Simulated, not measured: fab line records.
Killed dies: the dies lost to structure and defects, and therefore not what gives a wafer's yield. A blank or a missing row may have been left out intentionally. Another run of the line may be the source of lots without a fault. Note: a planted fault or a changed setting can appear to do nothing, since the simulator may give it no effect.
Problem report, 8D (eight disciplines) form, completed by code -- flow rit_cmos -- the parts of the form that need people (team, actions taken, sign-off) are left out

## 1. THE PROBLEM
Across 6 wafers from 2 lots, FOX1_OXIDE_THK at RIT_FOX1_THK_MEAS_01 averages 314 nm, while fault-free wafers read 355 nm with a standard deviation of 7.4. That puts it -5.6 standard deviations away from the usual mean.
The first sign was on wafer L565.4 at day 4 10:21, on film_metro-01. At this step, 42 wafers from 14 lots have a number in the record. By rule, "out" or "out of limits" means more than 4 standard deviations away from the usual mean. Any other wafer with a number is counted as sound.

## 2. WHAT IT IS; WHAT IT IS NOT
question,is,is not
which readings at this step,FOX1_OXIDE_THK,-
which lots,"L565, L566","L552, L553, L555, L557, L558, L559, L560, L561, L569, L570, L571, L573"
which wafers of those lots,all that have a number,-
read on which gauges,"film_metro-01, film_metro-02",film_metro-04
when,from day 4 10:21,"up to then (24 sound wafers); but 12 sound wafers of L569, L570, L571, L573 came after"

## 3. WHAT RULES OUT EACH SUSPECT
Counting: a tool stays on the suspect list if, at a process step up to the reading, it processed all lots that are out and no sound lot following the first of them.
- the gauge at RIT_FOX1_THK_MEAS_01 is ruled out. Those wafers that are out were read across 2 gauges (film_metro-01, film_metro-02).
- furnace-02 at RIT_FOX1_OXIDATION_00 (target thk 350.7 nm, ox time 1130 s): kept. It ran every lot that is out, first L565 (day 4 09:00), and no sound lot after that; its last sound lot up to then is L558 (day 2 22:07). On those wafers its own readings are out: spike_tc_centre_C, spike_tc_load_C, spike_tc_source_C, tube_center_temp_C, tube_center_temp_C_max.
Remaining after the count: furnace-02 at RIT_FOX1_OXIDATION_00.

## 4. THE CAUSE (what the simulator had put in)
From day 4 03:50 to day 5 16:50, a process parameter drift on furnace-02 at RIT_FOX1_OXIDATION_00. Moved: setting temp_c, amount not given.
The count eliminated every tool but this one.

## 5. THE CHAIN OF EFFECTS, in route order
One row per reading whose mean, taken over the struck wafers that have a number, lies over 3 standard deviations from the usual. Scope: only readings with a usual standard deviation given in the record; hours: median across lots of the time from each lot's start at the first step in this table that gives one to its start at this step; sigmas: change in usual standard deviations.
hours,step,reading,usual,on struck wafers,change,sigmas
0,RIT_FOX1_OXIDATION_00,spike_tc_centre_C,1102.6 C,1077.7,-24.9,-25
0,RIT_FOX1_OXIDATION_00,spike_tc_load_C,1129.1 C,1103.7,-25.4,-17
0,RIT_FOX1_OXIDATION_00,spike_tc_source_C,1127.1 C,1100.7,-26.4,-12
0,RIT_FOX1_OXIDATION_00,tube_center_temp_C,1100 C,1075,-25,-99 or more
0,RIT_FOX1_OXIDATION_00,tube_center_temp_C_max,1102.8,1077.8,-25.0,-56
0,RIT_FOX1_OXIDATION_00,zone_power_load_pct,41.7 %,38.6,-3.1,-3.3
1,RIT_FOX1_THK_MEAS_01,FOX1_OXIDE_THK,355 nm,314,-42,-5.6
Its process steps:
- RIT_FOX1_OXIDATION_00: target thk 350.7 nm, ox time 1130 s.
At these later measuring or inspecting steps, every struck wafer for which the step has a row has a number for every such reading, and none has moved that far: RIT_PSD_OVL_MEAS_06.

## 6. WHAT WOULD HAVE CAUGHT IT SOONER
7 hours passed between the start of the fault at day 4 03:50 and the first reading out of limits at a measuring or inspecting step in this record, taken at day 4 10:21.
The tool's own readings at RIT_FOX1_OXIDATION_00 were out on every struck wafer that the step has a row for (spike_tc_centre_C, spike_tc_load_C, spike_tc_source_C, tube_center_temp_C, tube_center_temp_C_max): an alarm limit on them would have fired on the first of those.
L566, from the lots that are out (2), started RIT_FOX1_OXIDATION_00 on furnace-02 later than day 4 10:21. It would have been spared by a hold on the tool at that moment.
